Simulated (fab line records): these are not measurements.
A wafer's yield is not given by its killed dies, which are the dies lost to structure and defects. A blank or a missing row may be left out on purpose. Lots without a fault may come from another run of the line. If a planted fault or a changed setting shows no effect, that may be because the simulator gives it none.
What tool caused it? -- flow rit-cmos -- 13 lots with 39 wafers sampled at 6 steps, on a route of 202 steps

WHAT THE GAUGES SHOWED, per wafer
RIT_ACTIVE_BOW_MEAS_00.
lot,measured,on,INCOMING_BOW (um)
L992,day 1 15:01,film-metro-02,-4 0 5
L993,day 1 20:04,film-metro-02,-2 2 -17
L994,day 2 01:02,film-metro-02,3 1 -1
L996,day 2 11:04,film-metro-02,2 5 4
L999,day 3 02:00,film-metro-03,1 0 1
L100,day 3 07:00,film-metro-02,8 12 2
L101,day 3 12:00,film-metro-02,-5 4 -5
L102,day 3 17:00,film-metro-03,-7 8 0
L103,day 3 22:00,film-metro-03,12 -5 4
L104,day 4 03:00,film-metro-03,3 -1 -12
L106,day 4 13:02,film-metro-01,4 4 12
L109,day 5 04:02,film-metro-01,-7 -14 -9
L113,day 6 00:02,film-metro-02,-1 4 -2

RIT_ACTIVE_THK_MEAS_02.
lot,measured,on,ACTIVE_OXIDE_THK (nm)
L992,day 1 17:52,film-metro-01,47.8 48.7 48.0
L993,day 1 23:40,film-metro-02,44.9 45.3 44.6
L994,day 2 03:22,film-metro-02,46.1 45.4 45.5
L996,day 2 21:46,film-metro-03,47.5 46.5 47.4
L999,day 3 05:05,film-metro-02,46.3 47.1 45.9
L100,day 3 12:32,film-metro-02,47.0 47.2 46.3
L101,day 3 19:25,film-metro-02,47.0 45.6 46.0
L102,day 3 19:25,film-metro-01,44.4 45.0 45.2
L103,day 4 02:37,film-metro-02,45.7 45.6 46.1
L104,day 4 13:45,film-metro-02,46.1 46.0 45.8
L106,day 4 15:42,film-metro-01,46.3 45.9 46.8
L109,day 5 06:04,film-metro-03,47.4 46.8 47.1
L113,day 6 02:04,film-metro-03,46.2 47.1 46.7

RIT_PWELL_OVL_MEAS_06.
lot,measured,on,PWELL_OVL (nm)
L992,day 2 08:25,overlay-01,2.8 2.2 3.7
L993,day 2 17:20,overlay-02,0.8 1.8 2.1
L994,day 3 02:40,overlay-01,2.1 3.0 2.2
L996,day 3 11:22,overlay-02,2.1 3.5 0.1
L999,day 3 22:37,overlay-01,-0.1 -0.8 0.4
L100,day 4 02:51,overlay-02,0.1 -0.3 2.1
L101,day 4 18:42,overlay-02,2.5 -0.5 1.3
L102,day 4 18:34,overlay-02,2.4 1.2 3.4
L103,day 5 02:28,overlay-02,3.6 2.8 4.0
L104,day 5 03:04,overlay-01,0.9 0.4 0.1
L106,day 5 12:10,overlay-01,-1.2 1.5 0.1
L109,day 6 03:22,overlay-02,3.1 2.6 -0.4
L113,day 6 18:05,overlay-02,1.8 2.0 2.1

RIT_M1_RS_MEAS_01: a four-point-probe measurement.
lot,measured,on,M1_AL_RS (ohm/sq)
L992,day 4 06:15,film-metro-02,0.0749 0.0748 0.0748
L993,day 5 00:29,film-metro-03,0.0734 0.0739 0.0730
L994,day 5 00:25,film-metro-02,0.0723 0.0739 0.0730
L996,day 6 02:19,film-metro-01,0.0737 0.0724 0.0737
L999,day 6 02:32,film-metro-02,0.0730 0.0724 0.0731
L100,day 6 02:46,film-metro-01,0.0708 0.0715 0.0709
L101,day 6 12:08,film-metro-03,0.0717 0.0714 0.0710
L102,day 6 12:49,film-metro-03,0.0726 0.0721 0.0731
L103,day 6 21:56,film-metro-02,0.0741 0.0727 0.0749
L104,day 6 23:51,film-metro-02,0.0726 0.0723 0.0725
L106,day 7 02:59,film-metro-02,0.0729 0.0725 0.0746
L109,day 7 11:05,film-metro-03,0.0850 0.0714 0.0844
L113,day 8 03:01,film-metro-01,0.0739 0.0744 0.0724

RIT_M1_THK_MEAS_02: measures by xrf.
lot,measured,on,M1_AL_THK (nm)
L992,day 4 06:22,film-metro-02,385 389 385
L993,day 5 00:35,film-metro-03,400 397 402
L994,day 5 00:31,film-metro-02,399 391 397
L996,day 6 02:24,film-metro-01,397 404 397
L999,day 6 02:39,film-metro-02,398 398 397
L100,day 6 02:53,film-metro-01,412 406 414
L101,day 6 12:16,film-metro-03,407 410 413
L102,day 6 12:56,film-metro-03,402 405 398
L103,day 6 22:03,film-metro-02,390 400 388
L104,day 6 23:58,film-metro-02,403 399 398
L106,day 7 03:05,film-metro-02,397 398 387
L109,day 7 11:11,film-metro-03,355 408 355
L113,day 8 03:07,film-metro-01,395 396 406

TOOL THAT RAN EACH LOT (tool first, then ch and the chambers of the sampled wafers, then the start)
lot,RIT_M1_SPUTTER_00
L992,"pvd-sputter-04, day 4 05:56"
L993,"pvd-sputter-04, day 5 00:08"
L994,"pvd-sputter-03, day 5 00:05"
L996,"pvd-sputter-04, day 6 01:58"
L999,"pvd-sputter-02, day 6 02:14"
L100,"pvd-sputter-03, day 6 02:29"
L101,"pvd-sputter-02, day 6 11:51"
L102,"pvd-sputter-03, day 6 12:31"
L103,"pvd-sputter-03, day 6 21:38"
L104,"pvd-sputter-02, day 6 23:33"
L106,"pvd-sputter-03, day 7 02:39"
L109,"pvd-sputter-02, day 7 10:46"
L113,"pvd-sputter-03, day 8 02:40"
- RIT_M1_SPUTTER_00: material Al, target thk 400 nm, time 500 s.

WHAT THE TOOLS THEMSELVES READ (means of the sampled wafers that have a number; where no wafer has one, the mark that the record gives instead)
RIT_M1_SPUTTER_00.
lot,tool,cathode-dc-power-W (W),chamber-pressure-pa (Pa),throttle-valve-pct (%)
L992,pvd-sputter-04,2000.2,0.4008,29.5
L993,pvd-sputter-04,2000.5,0.4003,28.8
L994,pvd-sputter-03,2000.1,0.3998,29.8
L996,pvd-sputter-04,1999.7,0.3995,30.4
L999,pvd-sputter-02,2000.1,0.3996,30.7
L100,pvd-sputter-03,2000.0,0.4005,31.3
L101,pvd-sputter-02,2000.5,0.3998,30.8
L102,pvd-sputter-03,1999.9,0.3998,31.2
L103,pvd-sputter-03,1999.5,0.3997,30.4
L104,pvd-sputter-02,2000.0,0.4006,30.7
L106,pvd-sputter-03,2000.1,0.3999,31.0
L109,pvd-sputter-02,1999.9,0.4004,30.4
L113,pvd-sputter-03,1999.9,0.4006,29.9

THE ANSWER, worked out from the rows above alone
Rule: the usual values come from the lots themselves. Put in order of their means at a reading, lots are off if they are a third of the lots or fewer, leave a main group of 4 or more, and stand apart from it by a gap of 3 or more times the standard deviation of the main group's means; of several such gaps the widest counts. A main group is skipped when, at the precision printed for the reading in the tables above, its means are all equal. A lot without any number at a reading at which 4 lots or more have one is off too. The other lots that the step has rows for count as sound. First the gauges in route order, then the tools' own readings, where a lot's mean is used as printed above. At the first step where some lot is off, the reading lying furthest off is the one used; lots without a number count as furthest.
Off: at RIT_M1_RS_MEAS_01 (M1_AL_RS), L109. Mean 0.0730 ohm/sq and standard deviation 0.00099 in the main group.
A tool fits if, at a process step before that reading, it ran every lot that is off, and no sound lot after the first of them. The gauges at RIT_M1_RS_MEAS_01 are tried like those tools. 2 tools fit, pvd-sputter-02 at RIT_M1_SPUTTER_00 and film-metro-03 at RIT_M1_RS_MEAS_01, so this cannot tell which one it is.

WHAT THE SIMULATOR PUT IN
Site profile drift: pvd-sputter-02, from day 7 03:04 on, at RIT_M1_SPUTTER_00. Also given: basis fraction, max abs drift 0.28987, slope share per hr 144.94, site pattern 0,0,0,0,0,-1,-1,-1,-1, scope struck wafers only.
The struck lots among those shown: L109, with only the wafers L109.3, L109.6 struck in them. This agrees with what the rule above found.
